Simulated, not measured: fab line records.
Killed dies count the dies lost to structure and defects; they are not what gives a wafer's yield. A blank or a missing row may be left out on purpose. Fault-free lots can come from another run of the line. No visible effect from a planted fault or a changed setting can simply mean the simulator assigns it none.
Split-lot trial	flow rit cmos	5 lots, 27 wafers read, on a route of 202 steps

## ON THE SPLIT
At RIT_ACTIVE_CVD_03 (deposits Si3N4 from SiH2Cl2/NH3, target thk 150 nm, time 1500 s), the setting time s was moved away from the recipe's 1500 s on 12 of the 27 wafers read, by -55.9% to +40.3%. All remaining wafers had this setting at the recipe value.

## FROM THE SPLIT TO THE READING: what the file shows between them, 4 steps
- RIT_ACTIVE_THK_MEAS_04
- RIT_ACTIVE_HMDS_05: prime time 61.34 s
- RIT_ACTIVE_COAT_06: resist thk 1000 nm
- RIT_ACTIVE_HARDBAKE_12: time 60 s

## THE READING
oes product au, in a.u., at RIT_ACTIVE_ETCH_13 (etches Si3N4 in SF6, stops on SiO2, time 210 s, target depth 210 nm). On this fab line, fault-free wafers typically give 0.821 a.u. with a standard deviation of 0.012 a.u.

wafer	tool, chamber at the split	time s as run, s	against the recipe	oes product au, a.u.	against lot-mates on the recipe
L075.1	-, -	1500	recipe	0.832	-
L075.2	-, -	1500	recipe	0.825	-
L075.3	-, -	1500	recipe	0.817	-
L075.4	-, -	1500	recipe	0.802	-
L075.5	-, -	1500	recipe	0.840	-
L075.6	-, -	1500	recipe	0.828	-
L076.1	-, -	2104	+40.3%	1.003	no lot-mate on the recipe
L076.2	-, -	2104	+40.3%	0.996	no lot-mate on the recipe
L076.3	-, -	2104	+40.3%	0.992	no lot-mate on the recipe
L076.4	-, -	2104	+40.3%	0.990	no lot-mate on the recipe
L076.5	-, -	2104	+40.3%	0.998	no lot-mate on the recipe
L076.6	-, -	2104	+40.3%	1.009	no lot-mate on the recipe
L081.1	-, -	1500	recipe	0.799	-
L081.2	-, -	1500	recipe	0.811	-
L081.3	-, -	1500	recipe	0.835	-
L081.4	-, -	1500	recipe	0.837	-
L081.5	-, -	1500	recipe	0.798	-
L081.6	-, -	1500	recipe	0.837	-
L082.1	lpcvd-02, 0	1500	recipe	0.808	-
L082.3	lpcvd-02, 0	1500	recipe	0.840	-
L082.5	lpcvd-02, 0	1500	recipe	0.810	-
L084.1	-, -	662.2	-55.9%	0.564	no lot-mate on the recipe
L084.2	-, -	662.2	-55.9%	0.580	no lot-mate on the recipe
L084.3	-, -	662.2	-55.9%	0.575	no lot-mate on the recipe
L084.4	-, -	662.2	-55.9%	0.579	no lot-mate on the recipe
L084.5	-, -	662.2	-55.9%	0.569	no lot-mate on the recipe
L084.6	-, -	662.2	-55.9%	0.563	no lot-mate on the recipe

THE FIT
A straight line over all 27 wafers: oes product au changes by +0.00444 a.u. for each +1% of time s; r = +1.00; the points scatter about the line by 0.013 a.u.
Too few moved wafers with a lot-mate on the recipe to fit a line net of each lot's own level.

## THE WHOLE CHAIN: every reading that the file lists as answering this split, in the file's order
step	what it does	reading	change (the file's fit)	r (the file's)
RIT_ACTIVE_CVD_03	deposits Si3N4 from SiH2Cl2/NH3, target thk 150 nm, time 1500 s	Si3N4_of_ACTIVE_CVD_03.thk nm (the simulator's own value, which no gauge read)	+1.5 nm for each +1% of the setting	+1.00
RIT_ACTIVE_THK_MEAS_04		ACTIVE_NITRIDE_THK	+1.5 for each +1% of the setting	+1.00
RIT_ACTIVE_ETCH_13	etches Si3N4 in SF6, stops on SiO2, time 210 s, target depth 210 nm	oes product au	+0.00444 a.u. for each +1% of the setting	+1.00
RIT_ACTIVE_ETCH_13	etches Si3N4 in SF6, stops on SiO2, time 210 s, target depth 210 nm	etch.depth nm (the simulator's own value, which no gauge read)	+1.5 nm for each +1% of the setting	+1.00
RIT_ACTIVE_ETCH_13	etches Si3N4 in SF6, stops on SiO2, time 210 s, target depth 210 nm	ACTIVE.feature depth nm (the simulator's own value, which no gauge read)	+1.16 nm for each +1% of the setting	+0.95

## THE FILE'S OWN FIT
oes product au changes by +0.00444 a.u. for each +1% of time s, r = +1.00.
